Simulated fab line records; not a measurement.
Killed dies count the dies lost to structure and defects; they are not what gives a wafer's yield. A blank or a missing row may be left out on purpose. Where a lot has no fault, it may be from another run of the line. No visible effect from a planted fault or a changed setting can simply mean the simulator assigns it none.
fab line records | flow berkeley-cmos170 | part 2 of 2: steps 28 to 38 of 38
record lots=5 wafers=15 last-day=14
route steps=331 shown PVT@122 GATE@125 FIELD@126 PLDD@145 NLDD@158
lots untouched by any fault: they come from a run of this same line in which no faults occurred
start-h: the number of hours between the record's first day and the start of the first shown wafer of the lot | wait-h: hours from the lot's prior step to this one | " same as the row above | L1.1+2: one row covering several wafers at once | - no value present, or no start provided | * or withheld: withheld | < > ~ a bound
route shown NAME@n: names a module that has steps shown in the file, with the first one's number in the route | usual: average and standard deviation across the fault-free wafers | same: alike in all rows | chamber/n: place in a boat | sites: each site's reading | _std_site: standard deviation across them | _edge_site: inner sites' mean taken away from outer sites' mean | radius-mm: for every site, how far away it sits from the centre of the wafer | mask NAME#n: copy n | behind: tool/chamber where the wafer was last shaped | hold: why the lot was held/for how many hours/how that ended | device: the n, p or np transistor that did not switch | end of line: the route-end tests of the same wafers | where a step has no rows: the recipe by itself | killed: the dies lost at the first sort to structure and to defects; this is not the yield of the wafer | map: per-die view of a wafer (x killed, . not killed, _ where there is no die)
set.NAME: the setting the step ran with; set.NAME@STEP: the setting that earlier step ran with | model.NAME: the simulator's own value behind a step, which no gauge read
a table for each step, a row for each wafer; lots at some steps of the route
services: when a tool's chamber went out of use (start-h, in hours from the record's first day, below 0 if earlier), for how many hours, and the reason
## steps
# step UCB170_PLDD_PEB_04
# recipe peb-temp-c=130 peb-time-s=withheld resist=KrF
# columns lot.wafer tool chamber start-h wait-h
L077.2+5+6 litho-track-04 0 168.02 0.7
L087.3+4+6 litho-track-03 0 216.47 0.1
L091.1+3+6 litho-track-04 0 242.13 0.6
L094.2+3+6 litho-track-01 0 270.67 0.2
L097.4+5+6 litho-track-03 0 286.39 0.5
# step UCB170_PLDD_DEVELOP_05
# recipe developer=TMAH develop-time-s=45 resist=KrF dev-temp-c=21
# columns lot.wafer tool chamber start-h wait-h
L077.2+5+6 litho-track-04 0 - -
L087.3+4+6 litho-track-03 0 - -
L091.1+3+6 litho-track-04 0 - -
L094.2+3+6 litho-track-01 0 - -
L097.4+5+6 litho-track-03 0 - -
# step UCB170_PLDD_CD_MEAS_06
# recipe target-cd-nm=1200
# usual cd-nm=1199.6/1.4
# columns lot.wafer tool chamber start-h wait-h cd-nm
L077.2 cd-sem-02 - 168.29 - 1197.3
L077.5 " - " " 1198.9
L077.6 " - " " 1199.6
L087.3 cd-sem-02 - 216.74 - 1199.7
L087.4 " - " " 1199.9
L087.6 " - " " 1198.8
L091.1 cd-sem-01 - 242.41 - 1198.3
L091.3 " - " " 1198.0
L091.6 " - " " 1198.5
L094.2 cd-sem-01 - 270.94 - 1202.3
L094.3 " - " " 1200.8
L094.6 " - " " 1200.2
L097.4 cd-sem-02 - 286.65 - 1197.9
L097.5 " - " " 1197.6
L097.6 " - " " 1198.1
# step UCB170_PLDD_OVL_MEAS_07
# usual PLDD_OVL=0/5.3
# columns lot.wafer tool chamber start-h wait-h PLDD_OVL[nm]
L077.2 overlay-01 - 168.39 0.1 0
L077.5 " - " " -3
L077.6 " - " " 4
L087.3 overlay-02 - 216.83 0.1 -4
L087.4 " - " " 1
L087.6 " - " " -3
L091.1 overlay-01 - 242.53 0.1 4
L091.3 " - " " 2
L091.6 " - " " -3
L094.2 overlay-01 - 271.05 0.1 3
L094.3 " - " " 3
L094.6 " - " " 9
L097.4 overlay-01 - 286.73 0.1 11
L097.5 " - " " 7
L097.6 " - " " 9
# step UCB170_PLDD_IMPLANT_08
# recipe species=BF2 dose-cm2=5e+13 energy-kev=10 tilt-deg=7 rotation-deg=0
# usual end-station-pressure-torr=5.15e-06/2.8e-07 tilt-deg=7.007/0.018
# columns lot.wafer tool chamber start-h wait-h end-station-pressure-torr tilt-deg
L077.2 implanter-04 0 168.45 0.0 4.98e-06 7.011
L077.5 " 0 " " 4.71e-06 6.993
L077.6 " 0 " " 5.62e-06 7.011
L087.3 implanter-04 0 216.91 0.1 5.48e-06 6.987
L087.4 " 0 " " 5.36e-06 7.010
L087.6 " 0 " " 5.18e-06 6.996
L091.1 implanter-02 0 242.56 0.0 5.37e-06 6.995
L091.3 " 0 " " 5.45e-06 7.034
L091.6 " 0 " " 4.83e-06 7.017
L094.2 implanter-03 0 271.10 0.0 4.82e-06 7.020
L094.3 " 0 " " 5.42e-06 7.019
L094.6 " 0 " " 5.47e-06 7.021
L097.4 implanter-03 0 286.82 0.1 4.66e-06 6.977
L097.5 " 0 " " 5.33e-06 6.999
L097.6 " 0 " " 5.36e-06 6.991
# step UCB170_PLDD_IMPLANT_09
# recipe species=BF2 dose-cm2=5e+13 energy-kev=10 tilt-deg=7 rotation-deg=180
# usual end-station-pressure-torr=5.13e-06/2.4e-07 tilt-deg=7.003/0.022
# columns lot.wafer tool chamber start-h wait-h end-station-pressure-torr tilt-deg
L077.2 implanter-04 0 168.60 0.1 5.06e-06 7.002
L077.5 " 0 " " 4.98e-06 7.013
L077.6 " 0 " " 5.68e-06 7.007
L087.3 implanter-04 0 217.06 0.1 5.47e-06 7.007
L087.4 " 0 " " 4.83e-06 7.008
L087.6 " 0 " " 5.31e-06 6.981
L091.1 implanter-02 0 242.71 0.1 5.16e-06 6.983
L091.3 " 0 " " 4.91e-06 6.993
L091.6 " 0 " " 5.29e-06 7.001
L094.2 implanter-03 0 271.25 0.1 5.14e-06 7.012
L094.3 " 0 " " 4.81e-06 7.005
L094.6 " 0 " " 5.78e-06 7.042
L097.4 implanter-03 0 286.97 0.1 5.3e-06 6.958
L097.5 " 0 " " 5.24e-06 6.988
L097.6 " 0 " " 4.9e-06 7.012
# step UCB170_PLDD_STRIP_10
# recipe chemistry=O2 power-w=400 pressure-mtorr=3500 platen-temp-c=withheld o2-flow-sccm=400 overash-fraction=0.5
# usual drypump-motor-current-A=5.5/0.35 oes-product-au=0.735/0.005 strip-time-to-endpoint-s=21.62/0.072
# columns lot.wafer tool chamber start-h wait-h drypump-motor-current-A oes-product-au rf-hours-counter-h strip-time-to-endpoint-s
L077.2 plasma-asher-04 0 168.72 0.1 5.0 0.739 5 21.59
L077.5 " 1 " " 5.2 0.736 - 21.63
L077.6 " 0 " " 5.0 0.731 - 21.64
L087.3 plasma-asher-02 1 217.19 0.1 5.2 0.730 - 21.70
L087.4 " 0 " " 6.1 0.739 - 21.69
L087.6 " 0 " " 6.1 0.742 - 21.68
L091.1 plasma-asher-03 1 242.86 0.1 5.6 0.736 44 21.62
L091.3 " 0 " " 5.8 0.735 - 21.61
L091.6 " 1 " " 5.6 0.731 - 21.61
L094.2 plasma-asher-04 1 271.38 0.1 5.3 0.743 16 21.62
L094.3 " 1 " " 5.2 0.738 - 21.61
L094.6 " 0 " " 5.0 0.742 - 21.54
L097.4 plasma-asher-04 0 287.08 0.1 5.0 0.734 - 21.67
L097.5 " 0 " " 5.0 0.738 - 21.66
L097.6 " 1 " " 5.3 0.735 - 21.64
# step UCB170_PLDD_TW_MEAS_11
# usual PLDD_TW=1019/13
# columns lot.wafer tool chamber start-h wait-h PLDD_TW
L077.2 film-metro-04 - 168.83 0.1 1027
L077.5 " - " " 1031
L077.6 " - " " 1021
L087.3 film-metro-02 - 217.28 0.1 1012
L087.4 " - " " 1009
L087.6 " - " " 1003
L091.1 film-metro-02 - 242.96 0.1 1009
L091.3 " - " " 1008
L091.6 " - " " 1011
L094.2 film-metro-04 - 271.49 0.1 1025
L094.3 " - " " 1021
L094.6 " - " " 1022
L097.4 film-metro-02 - 287.17 0.1 1008
L097.5 " - " " 1001
L097.6 " - " " 1003
# step UCB170_PLDD_CLEAN_12
# recipe chemistry=SPM temp-c=120 time-s=600
# columns lot.wafer tool chamber start-h wait-h
L077.2+5+6 wet-bench-03 2 168.88 0.0
L087.3+4+6 wet-bench-04 1 217.32 0.0
L091.1+3+6 wet-bench-01 2 243.02 0.1
L094.2+3+6 wet-bench-04 1 271.54 0.0
L097.4+5+6 wet-bench-04 0 288.45 1.3
# step UCB170_NLDD_HMDS_00
# recipe prime-time-s=60 prime-temp-c=100
# usual prime-temp-c=99.98/0.12
# columns lot.wafer tool chamber start-h wait-h prime-temp-c
L077.2 litho-track-04 0 169.29 0.2 99.94
L077.5 " 0 " " 100.00
L077.6 " 0 " " 99.92
L087.3 litho-track-04 0 218.02 0.5 99.94
L087.4 " 0 " " 99.89
L087.6 " 0 " " 100.08
L091.1 litho-track-02 0 243.38 0.2 100.19
L091.3 " 0 " " 99.97
L091.6 " 0 " " 100.15
L094.2 litho-track-02 0 271.75 0.0 100.07
L094.3 " 0 " " 99.68
L094.6 " 0 " " 100.03
L097.4 litho-track-03 0 288.70 0.1 99.86
L097.5 " 0 " " 99.96
L097.6 " 0 " " 99.91
# step UCB170_NLDD_COAT_01
# recipe resist=KrF spin-rpm=1500 resist-thk-nm=900
# columns lot.wafer tool chamber start-h wait-h
L077.2+5+6 litho-track-04 0 169.44 0.1
L087.3+4+6 litho-track-04 0 218.17 0.1
L091.1+3+6 litho-track-02 0 243.53 0.1
L094.2+3+6 litho-track-02 0 271.90 0.1
L097.4+5+6 litho-track-03 0 288.85 0.1
## services
# columns tool chamber start-h hours kind
furnace-02 - 132.79 4.3 pm
plasma-asher-02 - 140.35 0.6 repair
krf-scanner-02 - 141.85 1.0 pm
krf-scanner-01 - 142.92 1.0 pm
krf-scanner-01 - 149.39 1.2 repair
implanter-02 - 150.71 1.6 repair
rie-diel-02 - 154.89 1.8 repair
krf-scanner-02 - 155.20 0.8 pm
krf-scanner-02 - 159.15 1.3 pm
krf-scanner-02 - 166.28 3.6 pm
implanter-03 - 172.09 14.6 repair
furnace-02 - 184.71 4.8 pm
implanter-03 - 197.11 13.0 repair
furnace-02 - 206.60 3.1 pm
krf-scanner-01 - 218.71 4.0 pm
krf-scanner-01 - 224.25 1.3 pm
krf-scanner-01 - 226.46 0.8 repair
krf-scanner-01 - 231.96 0.8 pm
furnace-01 - 232.17 3.1 pm
furnace-01 - 235.26 3.7 pm
furnace-01 - 259.27 3.0 pm
krf-scanner-02 - 260.22 7.1 repair
implanter-04 - 270.46 3.6 repair
plasma-asher-03 - 288.63 1.2 repair
